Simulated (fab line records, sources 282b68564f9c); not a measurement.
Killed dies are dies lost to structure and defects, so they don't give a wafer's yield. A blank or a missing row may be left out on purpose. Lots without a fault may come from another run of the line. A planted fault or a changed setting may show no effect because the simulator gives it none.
Which tool did it? | flow rit_cmos | 7 lots, 21 wafers sampled, at 2 steps of a route of 202

WHAT THE GAUGES READ, wafer by wafer
RIT_FOX1_THK_MEAS_01.
lot  | measured    | on            | FOX1_OXIDE_THK (nm)
L357 | day 1 23:22 | film_metro-01 | 363 360 355
L359 | day 2 10:11 | film_metro-01 | 355 365 365
L363 | day 3 05:53 | film_metro-01 | 345 342 350
L366 | day 3 21:22 | film_metro-01 | 357 357 350
L370 | day 4 16:44 | film_metro-03 | 223 225 220
L373 | day 5 06:20 | film_metro-03 | 342 340 347
L377 | day 6 02:26 | film_metro-01 | 363 369 372

WHICH TOOL RAN EACH LOT (tool, then ch and the chambers of the sampled wafers, then the start)
lot  | RIT_FOX1_OXIDATION_00
L357 | furnace-04 ch 0, day 1 22:03
L359 | furnace-04 ch 0, day 2 08:51
L363 | furnace-03 ch 0, day 3 04:32
L366 | furnace-04 ch 0, day 3 20:03
L370 | furnace-03 ch 0, day 4 15:24
L373 | furnace-01 ch 0, day 5 05:01
L377 | furnace-04 ch 0, day 6 01:07
- RIT_FOX1_OXIDATION_00: target thk 350.7 nm, ox time 1130 s.

THE ANSWER, worked out from the rows above alone
Rule: what is usual is taken from the lots themselves. Put in order of their means at a reading, lots are off if they are a third of the lots or fewer, leave a main group of 4 or more, and stand apart from it by a gap of 3 or more times the standard deviation of the main group's means; of several such gaps the widest counts. A main group whose means are all the same, to the digits that the tables above print for the reading, isn't used. A lot without any number at a reading at which 4 lots or more have one is off too. The other lots that the step has rows for count as sound.
Off: L370, at RIT_FOX1_THK_MEAS_01 (FOX1_OXIDE_THK). The main group: mean 355 nm, standard deviation 8.8.
A tool fits if, at a process step before that reading, it ran every lot that is off, and no sound lot after the first of them. The gauges at RIT_FOX1_THK_MEAS_01 are tried like those tools. One fits: furnace-03 at RIT_FOX1_OXIDATION_00. Its last sound lot is L363 (day 3 04:32), its first lot that is off L370 (day 4 15:24): a fault that began between those two fits.

WHAT THE SIMULATOR HAD PUT IN
Process parameter drift: furnace-03, from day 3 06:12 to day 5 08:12, at RIT_FOX1_OXIDATION_00. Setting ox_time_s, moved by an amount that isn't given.
Lots struck among those shown: L370. The rule above found the same.
